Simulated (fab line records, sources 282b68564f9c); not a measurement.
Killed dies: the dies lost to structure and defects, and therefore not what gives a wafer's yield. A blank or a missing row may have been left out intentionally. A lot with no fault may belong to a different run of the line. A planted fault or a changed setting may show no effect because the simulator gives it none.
fab line records -- flow ritCmos
record lots=6, wafers=18, lastDay=7
route steps=202 shown NWELL@35 PWELL@39 M1@202
lots untouched by any fault: they come from a run of this same line in which no faults occurred
startH: hours from the record's first day to the start of the lot's first wafer shown -- waitH: hours since the lot's step before -- " same as the row above -- L1.1+2: a single row standing in for several wafers -- - no value, or no start was given -- * or withheld: withheld -- < > ~ a bound
route shown NAME@n: names a module that has steps shown in the file, with the first one's number in the route -- usual: mean/standard deviation of fault-free wafers -- same: alike in all rows -- chamber/n: place in a boat -- sites: each site's reading -- _std_site: the standard deviation of these -- _edge_site: inner sites' mean taken away from outer sites' mean -- radiusMm: how far each site lies from the wafer's centre -- mask NAME#n: copy n -- behind: the tool/chamber that last shaped the wafer -- hold: why the lot was held/for how many hours/how that ended -- device: the n, p or np transistor that did not switch -- end of line: tests run on the same wafers once the route is complete -- a step with no rows: only its recipe -- killed: count of dies lost to structure and defects at first sort (not the wafer's yield) -- map: the dies of a wafer, with x for killed, . for not killed, _ for no die there
set.NAME: the setting as run; set.NAME@STEP: as run at that earlier step -- model.NAME: the simulator's own value behind a step, which no gauge read
a table for each step, a row for each wafer; lots at some steps of the route
services: from which hour (startH, from the record's first day; less than 0 if before it) a tool's chamber was out of use, for how many hours, and why
## steps
# step RIT_NWELL_HARDBAKE_07
# recipe resist=NOVOLAK, tempC=140, timeS=120
# step RIT_NWELL_IMPLANT_08
# recipe species=P, energyKev=170, doseCm2=5e+13, tiltDeg=7
# step RIT_NWELL_STRIP_09
# recipe chemistry=O2, timeS=180, resist=NOVOLAK, platenTempC=withheld, powerW=500, pressureMtorr=4000, o2FlowSccm=4000
# usual chamberPressureMTorr=4000/3.8, drypumpMotorCurrentA=5.9/0.42
lot.wafer,tool,chamber,startH,waitH,chamberPressureMTorr,drypumpMotorCurrentA,rfHoursCounterH
L450.1,plasmaAsher-04,0,33.55,0.1,4001,6.6,39
L450.3,plasmaAsher-04,1,33.55,0.1,4005,6.2,-
L450.6,plasmaAsher-04,1,33.55,0.1,4002,6.2,-
L454.1,plasmaAsher-03,0,51.34,0.1,4000,5.7,25
L454.4,plasmaAsher-03,0,51.34,0.1,3997,5.7,-
L454.5,plasmaAsher-03,1,51.34,0.1,3998,5.7,-
L465.1,plasmaAsher-04,0,105.95,0.1,3998,6.6,47
L465.2,plasmaAsher-04,1,105.95,0.1,4001,6.2,47
L465.4,plasmaAsher-04,0,105.95,0.1,3999,6.6,-
L466.2,plasmaAsher-03,1,110.97,0.3,3998,5.6,32
L466.5,plasmaAsher-03,1,110.97,0.3,4005,5.6,-
L466.6,plasmaAsher-03,0,110.97,0.3,3996,5.7,-
L469.2,plasmaAsher-01,1,125.63,0.1,3996,5.5,48
L469.5,plasmaAsher-01,1,125.63,0.1,4003,5.5,-
L469.6,plasmaAsher-01,0,125.63,0.1,4005,5.5,-
L470.2,plasmaAsher-01,1,130.67,0.1,4002,5.5,48
L470.4,plasmaAsher-01,0,130.67,0.1,4000,5.4,-
L470.6,plasmaAsher-01,0,130.67,0.1,4008,5.5,-
# step RIT_NWELL_TW_MEAS_10
# usual NWELL_TW=2134/29
lot.wafer,tool,chamber,startH,waitH,NWELL_TW
L450.1,filmMetro-04,-,33.72,0.1,2103
L450.3,filmMetro-04,-,33.72,0.1,2107
L450.6,filmMetro-04,-,33.72,0.1,2098
L454.1,filmMetro-04,-,51.51,0.1,2100
L454.4,filmMetro-04,-,51.51,0.1,2099
L454.5,filmMetro-04,-,51.51,0.1,2101
L465.1,filmMetro-04,-,106.12,0.1,2109
L465.2,filmMetro-04,-,106.12,0.1,2099
L465.4,filmMetro-04,-,106.12,0.1,2099
L466.2,filmMetro-02,-,111.16,0.1,2164
L466.5,filmMetro-02,-,111.16,0.1,2161
L466.6,filmMetro-02,-,111.16,0.1,2170
L469.2,filmMetro-02,-,125.81,0.1,2167
L469.5,filmMetro-02,-,125.81,0.1,2158
L469.6,filmMetro-02,-,125.81,0.1,2162
L470.2,filmMetro-04,-,130.85,0.1,2099
L470.4,filmMetro-04,-,130.85,0.1,2101
L470.6,filmMetro-04,-,130.85,0.1,2101
# step RIT_PWELL_HMDS_00
# recipe primeTimeS=60, primeTempC=140
# step RIT_PWELL_COAT_01
# recipe resist=NOVOLAK, spinRpm=2000, resistThkNm=1300
# step RIT_PWELL_SOFTBAKE_02
# recipe resist=NOVOLAK, tempC=90, timeS=60
# step RIT_PWELL_EXPOSE_03
# recipe maskId=M3, na=0.57, targetCdNm=43700, doseMj=250
# step RIT_PWELL_PEB_04
# recipe resist=NOVOLAK, tempC=withheld, timeS=withheld
# step RIT_PWELL_DEVELOP_05
# recipe resist=NOVOLAK, developTimeS=68, devTempC=23
# step RIT_PWELL_OVL_MEAS_06
# usual PWELL_OVL=-0.5/1.2
lot.wafer,tool,chamber,startH,waitH,PWELL_OVL[nm]
L450.1,overlay-02,-,34.66,-,-2.2
L450.3,overlay-02,-,34.66,-,0.2
L450.6,overlay-02,-,34.66,-,-1.6
L454.1,overlay-02,-,52.65,-,0.0
L454.4,overlay-02,-,52.65,-,-2.2
L454.5,overlay-02,-,52.65,-,-0.1
L465.1,overlay-01,-,107.06,-,0.5
L465.2,overlay-01,-,107.06,-,-2.0
L465.4,overlay-01,-,107.06,-,-2.0
L466.2,overlay-01,-,112.09,-,0.2
L466.5,overlay-01,-,112.09,-,0.6
L466.6,overlay-01,-,112.09,-,0.2
L469.2,overlay-01,-,127.00,-,2.3
L469.5,overlay-01,-,127.00,-,1.1
L469.6,overlay-01,-,127.00,-,1.1
L470.2,overlay-01,-,132.11,-,0.2
L470.4,overlay-01,-,132.11,-,-1.1
L470.6,overlay-01,-,132.11,-,-1.8
# step RIT_PWELL_HARDBAKE_07
# recipe resist=NOVOLAK, tempC=140, timeS=120
# step RIT_PWELL_IMPLANT_08
# recipe species=B, energyKev=170, doseCm2=7e+13, tiltDeg=7
# usual doseIonsCm2=7e+13/7.1e+10, faradayCurrentUA=222/4.8
lot.wafer,tool,chamber,startH,waitH,doseIonsCm2,faradayCurrentUA
L450.1,implanter-04,0,34.95,0.2,6.99e+13,227
L450.3,implanter-04,0,34.95,0.2,6.996e+13,221
L450.6,implanter-04,0,34.95,0.2,7.005e+13,213
L454.1,implanter-02,0,52.94,0.2,6.997e+13,218
L454.4,implanter-02,0,52.94,0.2,6.993e+13,221
L454.5,implanter-02,0,52.94,0.2,7.008e+13,227
L465.1,implanter-02,0,107.35,0.2,9.095e+13,288
L465.2,implanter-02,0,107.35,0.2,9.103e+13,290
L465.4,implanter-02,0,107.35,0.2,9.105e+13,285
L466.2,implanter-02,0,112.40,0.2,9.106e+13,291
L466.5,implanter-02,0,112.40,0.2,9.098e+13,280
L466.6,implanter-02,0,112.40,0.2,9.1e+13,278
L469.2,implanter-01,0,127.30,0.2,7.005e+13,222
L469.5,implanter-01,0,127.30,0.2,6.993e+13,234
L469.6,implanter-01,0,127.30,0.2,7.009e+13,215
L470.2,implanter-04,0,132.42,0.2,6.999e+13,225
L470.4,implanter-04,0,132.42,0.2,6.998e+13,221
L470.6,implanter-04,0,132.42,0.2,6.991e+13,223
# step RIT_PWELL_STRIP_09
# recipe chemistry=O2, timeS=180, resist=NOVOLAK, platenTempC=withheld, powerW=500, pressureMtorr=4000, o2FlowSccm=4000
# usual chamberPressureMTorr=4000/3.7, drypumpMotorCurrentA=6.1/0.35
lot.wafer,tool,chamber,startH,waitH,chamberPressureMTorr,drypumpMotorCurrentA,rfHoursCounterH
L450.1,plasmaAsher-04,0,35.10,0.1,3998,6.6,40
L450.3,plasmaAsher-04,0,35.10,0.1,3997,6.6,-
L450.6,plasmaAsher-04,0,35.10,0.1,4000,6.6,-
L454.1,plasmaAsher-04,0,53.09,0.1,4006,6.5,41
L454.4,plasmaAsher-04,1,53.09,0.1,4000,6.1,-
L454.5,plasmaAsher-04,0,53.09,0.1,3993,6.5,-
L465.1,plasmaAsher-04,1,107.50,0.1,3995,6.1,48
L465.2,plasmaAsher-04,0,107.50,0.1,3996,6.6,48
L465.4,plasmaAsher-04,0,107.50,0.1,3997,6.6,-
L466.2,plasmaAsher-03,0,112.52,0.1,4000,5.7,33
L466.5,plasmaAsher-03,0,112.52,0.1,3998,5.8,-
L466.6,plasmaAsher-03,1,112.52,0.1,4000,5.6,-
L469.2,plasmaAsher-03,1,127.43,0.1,4002,5.6,35
L469.5,plasmaAsher-03,0,127.43,0.1,4000,5.7,-
L469.6,plasmaAsher-03,1,127.43,0.1,3995,5.6,-
L470.2,plasmaAsher-04,1,132.54,0.1,3994,6.1,2
L470.4,plasmaAsher-04,0,132.54,0.1,4002,6.6,-
L470.6,plasmaAsher-04,0,132.54,0.1,4004,6.6,-
# step RIT_PWELL_TW_MEAS_10
# usual PWELL_TW=944/12
lot.wafer,tool,chamber,startH,waitH,hold,PWELL_TW
L450.1,filmMetro-03,-,35.28,0.1,-,956
L450.3,filmMetro-03,-,35.28,0.1,-,954
L450.6,filmMetro-03,-,35.28,0.1,-,954
L454.1,filmMetro-03,-,53.26,0.1,-,958
L454.4,filmMetro-03,-,53.26,0.1,-,956
L454.5,filmMetro-03,-,53.26,0.1,-,960
L465.1,filmMetro-04,-,107.67,0.1,awaitDispo/0.2h/release,1018
L465.2,filmMetro-04,-,107.67,0.1,awaitDispo/0.2h/release,1022
L465.4,filmMetro-04,-,107.67,0.1,awaitDispo/0.2h/release,1018
L465.1,filmMetro-04,-,107.90,0.2,-,1013
L465.2,filmMetro-04,-,107.90,0.2,-,1020
L465.4,filmMetro-04,-,107.90,0.2,-,1014
L466.2,filmMetro-04,-,112.71,0.1,awaitDispo/0.2h/release,1013
L466.5,filmMetro-04,-,112.71,0.1,awaitDispo/0.2h/release,1015
L466.6,filmMetro-04,-,112.71,0.1,awaitDispo/0.2h/release,1019
L466.2,filmMetro-04,-,112.94,0.2,-,1017
L466.5,filmMetro-04,-,112.94,0.2,-,1017
L466.6,filmMetro-04,-,112.94,0.2,-,1016
L469.2,filmMetro-03,-,127.61,0.1,-,952
L469.5,filmMetro-03,-,127.61,0.1,-,953
L469.6,filmMetro-03,-,127.61,0.1,-,953
L470.2,filmMetro-04,-,132.73,0.1,-,938
L470.4,filmMetro-04,-,132.73,0.1,-,931
L470.6,filmMetro-04,-,132.73,0.1,-,932
# step RIT_WELLDRIVE_RS_MEAS_01
# recipe thkMeasGauge=four-point-probe
# usual NWELL_RS=275.4/0.9
lot.wafer,tool,chamber,startH,waitH,NWELL_RS[ohm/sq]
L450.1,filmMetro-02,-,41.87,0.0,276.1
L450.3,filmMetro-02,-,41.87,0.0,276.8
L450.6,filmMetro-02,-,41.87,0.0,276.2
L454.1,filmMetro-03,-,59.77,0.0,274.0
L454.4,filmMetro-03,-,59.77,0.0,274.0
L454.5,filmMetro-03,-,59.77,0.0,274.7
L465.1,filmMetro-03,-,113.59,0.0,275.3
L465.2,filmMetro-03,-,113.59,0.0,274.8
L465.4,filmMetro-03,-,113.59,0.0,274.6
L466.2,filmMetro-04,-,119.82,0.1,275.9
L466.5,filmMetro-04,-,119.82,0.1,276.5
L466.6,filmMetro-04,-,119.82,0.1,275.1
L469.2,filmMetro-02,-,133.17,0.0,275.8
L469.5,filmMetro-02,-,133.17,0.0,276.1
L469.6,filmMetro-02,-,133.17,0.0,276.3
L470.2,filmMetro-04,-,138.25,0.0,276.8
L470.4,filmMetro-04,-,138.25,0.0,276.3
L470.6,filmMetro-04,-,138.25,0.0,276.5
# step RIT_WELLDRIVE_RS_MEAS_02
# recipe thkMeasGauge=four-point-probe
# usual PWELL_RS=429.2/1.7
lot.wafer,tool,chamber,startH,waitH,hold,PWELL_RS[ohm/sq]
L450.1,filmMetro-02,-,41.99,0.1,-,429.6
L450.3,filmMetro-02,-,41.99,0.1,-,429.3
L450.6,filmMetro-02,-,41.99,0.1,-,427.3
L454.1,filmMetro-03,-,59.89,0.1,-,426.5
L454.4,filmMetro-03,-,59.89,0.1,-,428.7
L454.5,filmMetro-03,-,59.89,0.1,-,427.7
L465.1,filmMetro-03,-,113.71,0.1,awaitDispo/0.2h/release,362.9
L465.2,filmMetro-03,-,113.71,0.1,awaitDispo/0.2h/release,363.7
L465.4,filmMetro-03,-,113.71,0.1,awaitDispo/0.2h/release,363.9
L465.1,filmMetro-03,-,114.00,0.3,-,363.8
L465.2,filmMetro-03,-,114.00,0.3,-,363.8
L465.4,filmMetro-03,-,114.00,0.3,-,363.8
L466.2,filmMetro-04,-,119.94,0.1,awaitDispo/0.2h/release,364.9
L466.5,filmMetro-04,-,119.94,0.1,awaitDispo/0.2h/release,364.8
L466.6,filmMetro-04,-,119.94,0.1,awaitDispo/0.2h/release,365.5
L466.2,filmMetro-04,-,120.23,0.3,-,364.9
L466.5,filmMetro-04,-,120.23,0.3,-,365.1
L466.6,filmMetro-04,-,120.23,0.3,-,365.5
L469.2,filmMetro-02,-,133.29,0.1,-,426.9
L469.5,filmMetro-02,-,133.29,0.1,-,428.9
L469.6,filmMetro-02,-,133.29,0.1,-,428.3
L470.2,filmMetro-04,-,138.37,0.1,-,430.6
L470.4,filmMetro-04,-,138.37,0.1,-,430.6
L470.6,filmMetro-04,-,138.37,0.1,-,430.7
# step RIT_M1_PROBE_99
# usual killedAtContacts=0.0/0.22, killedAtFrontEnd=7/3.2, killedDies=7/3.2, killedOpen=3.2/2.1, killedShort=3.5/2.2
# same grossDies=264, killed_at_M0_to_M3=0, killed_at_M4_up=0, killedAtBackSide=0, killedAtOther=0
lot.wafer,tool,chamber,startH,waitH,killedAtContacts,killedAtFrontEnd,killedDies,killedOpen,killedShort
L465.1,prober-01,-,149.45,0.1,0,8,8,3,5
L465.2,prober-01,-,149.50,0.1,0,8,8,4,4
L465.4,prober-01,-,149.60,0.2,0,9,9,3,6
L466.2,prober-02,-,159.31,0.1,0,3,3,2,1
L466.5,prober-02,-,159.46,0.2,0,8,8,1,7
L466.6,prober-02,-,159.51,0.2,0,4,4,2,2
# killed by level:class
L465.1 GATE:geometricParticle:short=2 GATE:geometricParticle:open=2 FOX1:geometricParticle:short=1 FOX2:geometricParticle:short=1 REOX:geometricParticle:short=1 SPACER:geometricParticle:open=1
L465.2 GATE:geometricParticle:short=3 FOX2:geometricParticle:open=1 GATE:geometricParticle:open=1 SPACER:geometricParticle:open=1 SPACER:geometricParticle:short=1 SILICIDE:geometricParticle:open=1
L465.4 GATE:geometricParticle:short=4 GATE:geometricParticle:open=2 FOX2:geometricParticle:short=1 FOX2:geometricParticle:open=1 SILICIDE:geometricParticle:short=1
L466.2 FOX2:geometricParticle:short=1 FOX2:geometricParticle:open=1 GATE:geometricParticle:open=1
L466.5 GATE:geometricParticle:short=4 SILICIDE:geometricParticle:short=2 FOX2:geometricParticle:open=1 FOX2:geometricParticle:short=1
L466.6 FOX1:geometricParticle:open=1 FOX1:geometricParticle:short=1 GATE:geometricParticle:short=1 SILICIDE:geometricParticle:open=1
## services
tool,chamber,startH,hours,kind
plasmaAsher-01,-,21.02,1.2,repair
implanter-01,-,83.52,4.2,pm
plasmaAsher-01,-,106.44,15.6,pm
plasmaAsher-04,-,108.75,9.0,pm
plasmaAsher-04,0,108.75,9.0,ventCycle
plasmaAsher-04,1,108.75,9.0,ventCycle
plasmaAsher-04,0,117.75,-,clean
plasmaAsher-04,1,117.75,-,clean
plasmaAsher-01,-,131.99,10.1,repair
## key
firstSign step=RIT_PWELL_IMPLANT_08, reading=doseIonsCm2, direction=up, sigmas=99+, usual=7e+13, struck=9.101e+13
effect step=RIT_PWELL_IMPLANT_08, reading=faradayCurrentUA, direction=up, sigmas=13, usual=222, struck=285
effect step=RIT_PWELL_TW_MEAS_10, reading=visit, direction=added
effect step=RIT_PWELL_TW_MEAS_10, reading=PWELL_TW, direction=up, sigmas=6.1, usual=944, struck=1017
effect step=RIT_WELLDRIVE_RS_MEAS_02, reading=visit, direction=added
effect step=RIT_WELLDRIVE_RS_MEAS_02, reading=PWELL_RS, direction=down, sigmas=39, usual=429.2, struck=364.3
metAt RIT_PWELL_IMPLANT_08
struckWafers L465.1,L465.2,L465.4,L466.2,L466.5,L466.6
testerLeftOut L465,L466
onsetBetween 52.94 107.35
fault kind=processParameterDrift, tool=implanter-02, chamber=-, onsetH=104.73, steps=RIT_PWELL_IMPLANT_08, channel=doseCm2, offset=2.1e+13, shape=step, endH=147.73, actsIn=theseRecipesOnly, stated=7e+13
# testerLeftOut: of these lots the tester's yield and bins aren't shown, on N5 and GAA mostly nor the transistor test; their killed dies are dies lost to structure and defects alone, not to doping, threshold or leakage, so they don't give the yield
